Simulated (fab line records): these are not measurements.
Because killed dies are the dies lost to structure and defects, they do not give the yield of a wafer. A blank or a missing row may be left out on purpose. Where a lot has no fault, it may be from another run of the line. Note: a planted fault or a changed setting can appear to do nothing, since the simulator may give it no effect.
A struck lot beside a sound one ; flow berkeley-cmos170 ; 14 steps out of a route of 331
Sound: the wafers L255.1, L255.5, L255.6. Wafers L258.1, L258.2, L258.4 were the ones struck. The cause comes at the end.
Per side, at each step with rows, come the tool, then ch with its chambers, and then its first start. Under that, the readings that differ: sound wafers ; struck wafers ; difference of the means ; sigmas: that difference in standard deviations of wafers without a fault.
alike: readings whose means differ by less than 2 such deviations, and words and numbers that are the same on both sides. not compared: withheld readings, readings that some wafer has no value for, bounds like >300 that may hide the same value, and numbers for which the record gives no deviation and whose values overlap.
The two part at a step that has a row with sigmas, a row that says differs or no value, or rows on one side only. Numbers that don't overlap but have no deviation are shown without sigmas and don't part them. A reading that every wafer of one side lacks parts them only if that side has two wafers or more.

first, 4 steps without rows for these wafers: UCB170_PVT_SOFTBAKE_02 (time 60 s); UCB170_PVT_EXPOSE_03 (exposes mask NWELL, target cd 3000 nm); UCB170_PVT_PEB_04; UCB170_PVT_DEVELOP_05 (develop time 45 s).
UCB170_PVT_OVL_MEAS_06:
  sound on overlay-01, day 6 15:40; struck on overlay-01, day 7 04:29
  alike: PVT_OVL
then, 1 step without rows for these wafers: UCB170_PVT_IMPLANT_07.
UCB170_PVT_STRIP_08: strips in O2.
  sound on plasma-asher-03 ch 0,1, day 6 15:51; struck on plasma-asher-03 ch 0,1, day 7 04:40
reading;sound;struck;difference;sigmas
chamber-pressure-mTorr (mTorr);3506 3504 3498;3495 3496 3496;-7;-2
  alike: drypump-motor-current-A, oes-product-au, strip-time-to-endpoint-s
  not compared: rf-hours-counter-h
UCB170_PVT_TW_MEAS_09:
  sound on film-metro-03, day 6 15:57; struck on film-metro-01, day 7 04:46
reading;sound;struck;difference;sigmas
PVT_TW;505.2 504.6 507.0;513.2 509.4 514.0;+6.6;+2
then, 1 step without rows for these wafers: UCB170_GATE_WET_ETCH_00 (etches SiO2 in dHF, time 200 s).
UCB170_FIELD_THK_MEAS_91:
  sound on film-metro-04, day 6 16:04; struck on film-metro-04, day 7 04:54
  alike: FIELD_OXIDE_LEFT_2_THK
then, 1 step without rows for these wafers: UCB170_GATE_OXIDATION_01 (target thk 6.6 nm, ox time 1800 s).
UCB170_GATE_THK_MEAS_02:
  sound on film-metro-01, day 6 20:31; struck on film-metro-03, day 7 10:07
  alike: GATE_OXIDE_THK
UCB170_GATE_ANNEAL_03: time 1800 s.
  struck on furnace-02, day 7 11:28; sound on furnace-01 ch 0, day 7 00:32
  no value came back on the struck wafers for spike-tc-centre-C (C), spike-tc-load-C (C), zone-power-source-pct (%); on the sound wafers spike-tc-centre-C (C) reads 900.9 900.9 902.1
then, 1 step without rows for these wafers: UCB170_GATE_CVD_04 (deposits poly-Si from SiH4, time 1440 s, target thk 214 nm).

## WHERE THEY PART
Last at UCB170_GATE_ANNEAL_03 as far as this record goes, first at UCB170_PVT_STRIP_08.

WHY: the cause the simulator had injected
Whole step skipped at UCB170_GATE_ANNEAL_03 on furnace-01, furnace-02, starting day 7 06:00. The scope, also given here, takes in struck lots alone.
